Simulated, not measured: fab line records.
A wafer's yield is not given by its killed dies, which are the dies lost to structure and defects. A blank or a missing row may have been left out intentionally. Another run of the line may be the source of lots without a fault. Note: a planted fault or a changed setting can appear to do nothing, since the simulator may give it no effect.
Check of tool commonality :: flow berkeley-cmos170 :: 15 lots and 45 wafers in the sample

## WHY THIS WAS OPENED
At UCB170_NLDD_TW_MEAS_11 the reading NLDD_TW is flagged on 3 of 15 lots. Wafers without a fault read 2236, standard deviation 16.
Rule: a lot gets a flag if all its wafers with a number sit over 4 standard deviations from that mean, or if no wafer of it has a number. The rest of the lots are taken to be sound.

lot: L952
measured: day 7 16:40
on: film-metro-03
NLDD_TW, wafer by wafer: 2260 2255 2258
flag: 

lot: L950
measured: day 7 17:01
on: film-metro-01
NLDD_TW, wafer by wafer: 2243 2260 2257
flag: 

lot: L951
measured: day 7 17:41
on: film-metro-01
NLDD_TW, wafer by wafer: 2243 2253 2253
flag: 

lot: L953
measured: day 7 17:49
on: film-metro-01
NLDD_TW, wafer by wafer: 2253 2252 2254
flag: 

lot: L957
measured: day 8 16:57
on: film-metro-04
NLDD_TW, wafer by wafer: 2234 2233 2220
flag: 

lot: L955
measured: day 8 17:31
on: film-metro-03
NLDD_TW, wafer by wafer: 2249 2247 2254
flag: 

lot: L960
measured: day 9 04:44
on: film-metro-03
NLDD_TW, wafer by wafer: 30 30 30
flag: FLAGGED

lot: L959
measured: day 9 05:01
on: film-metro-04
NLDD_TW, wafer by wafer: 30 30 30
flag: FLAGGED

lot: L962
measured: day 9 05:34
on: film-metro-01
NLDD_TW, wafer by wafer: 30 30 30
flag: FLAGGED

lot: L964
measured: day 10 01:17
on: film-metro-01
NLDD_TW, wafer by wafer: 2243 2255 2253
flag: 

lot: L965
measured: day 10 11:11
on: film-metro-04
NLDD_TW, wafer by wafer: 2220 2214 2209
flag: 

lot: L967
measured: day 10 18:38
on: film-metro-04
NLDD_TW, wafer by wafer: 2205 2220 2213
flag: 

lot: L969
measured: day 11 10:28
on: film-metro-01
NLDD_TW, wafer by wafer: 2241 2232 2241
flag: 

lot: L968
measured: day 11 10:51
on: film-metro-01
NLDD_TW, wafer by wafer: 2232 2235 2226
flag: 

lot: L971
measured: day 11 19:56
on: film-metro-01
NLDD_TW, wafer by wafer: 2235 2230 2232
flag: 
Flagged lots average 30: -2206 relative to the usual, that is -99 or more standard deviations.

## LOT BY LOT: THE TOOL USED
The record keeps 1 process step preceding the reading, out of 331 steps on the route. Cell contents, in order: the tool; ch with the chambers the sampled wafers went through; the start.
lot: L952
flag: 
UCB170_NLDD_DEVELOP_05: litho-track-02 ch 0, day 7 15:00

lot: L950
flag: 
UCB170_NLDD_DEVELOP_05: litho-track-01 ch 0, day 7 16:00

lot: L951
flag: 
UCB170_NLDD_DEVELOP_05: litho-track-02 ch 0, day 7 17:00

lot: L953
flag: 
UCB170_NLDD_DEVELOP_05: litho-track-04 ch 0, day 7 17:00

lot: L957
flag: 
UCB170_NLDD_DEVELOP_05: litho-track-04 ch 0, day 8 16:00

lot: L955
flag: 
UCB170_NLDD_DEVELOP_05: litho-track-04 ch 0, day 8 16:00

lot: L960
flag: FLAGGED
UCB170_NLDD_DEVELOP_05: litho-track-02 ch 0, day 9 04:00

lot: L959
flag: FLAGGED
UCB170_NLDD_DEVELOP_05: litho-track-02 ch 0, day 9 04:00

lot: L962
flag: FLAGGED
UCB170_NLDD_DEVELOP_05: litho-track-02 ch 0, day 9 04:00

lot: L964
flag: 
UCB170_NLDD_DEVELOP_05: litho-track-04 ch 0, day 10 00:00

lot: L965
flag: 
UCB170_NLDD_DEVELOP_05: litho-track-01 ch 0, day 10 10:00

lot: L967
flag: 
UCB170_NLDD_DEVELOP_05: litho-track-04 ch 0, day 10 17:00

lot: L969
flag: 
UCB170_NLDD_DEVELOP_05: litho-track-04 ch 0, day 11 09:00

lot: L968
flag: 
UCB170_NLDD_DEVELOP_05: litho-track-04 ch 0, day 11 10:00

lot: L971
flag: 
UCB170_NLDD_DEVELOP_05: litho-track-04 ch 0, day 11 19:00
What these steps do:
- UCB170_NLDD_DEVELOP_05: develop time 45 s.
- UCB170_NLDD_TW_MEAS_11

## FLAGGED OVER TOTAL, TOOL BY TOOL (the gauges that took the reading come last)
step: UCB170_NLDD_DEVELOP_05
tool: litho-track-01
lots run: 2
flagged: 0
share of the flagged lots: none
sound lots run after its first flagged lot: -

step: UCB170_NLDD_DEVELOP_05
tool: litho-track-02
lots run: 5
flagged: 3
share of the flagged lots: all
sound lots run after its first flagged lot: 0

step: UCB170_NLDD_DEVELOP_05
tool: litho-track-04
lots run: 8
flagged: 0
share of the flagged lots: none
sound lots run after its first flagged lot: -

step: UCB170_NLDD_TW_MEAS_11
tool: film-metro-01
lots run: 8
flagged: 1
share of the flagged lots: some
sound lots run after its first flagged lot: 4 (L964,L969,L968,L971)

step: UCB170_NLDD_TW_MEAS_11
tool: film-metro-03
lots run: 3
flagged: 1
share of the flagged lots: some
sound lots run after its first flagged lot: 0

step: UCB170_NLDD_TW_MEAS_11
tool: film-metro-04
lots run: 4
flagged: 1
share of the flagged lots: some
sound lots run after its first flagged lot: 2 (L965,L967)

## WHAT IS ALLOWED BY THE TABLE
In the table, 1 row covers all flagged lots: litho-track-02 at UCB170_NLDD_DEVELOP_05.
- litho-track-02 at UCB170_NLDD_DEVELOP_05 ran 5 lots, 3 of them flagged. Its last sound lot is L951 (day 7 17:00), its first flagged lot L960 (day 9 04:00): a fault that began between those two fits.
One tool is left: litho-track-02 at UCB170_NLDD_DEVELOP_05.

## WHAT THE SIMULATOR HAD PUT IN
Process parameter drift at UCB170_NLDD_DEVELOP_05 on litho-track-02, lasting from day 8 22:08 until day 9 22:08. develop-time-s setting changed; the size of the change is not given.
Shown lots that were struck: L960, L959, L962. The rule given above showed the same thing.
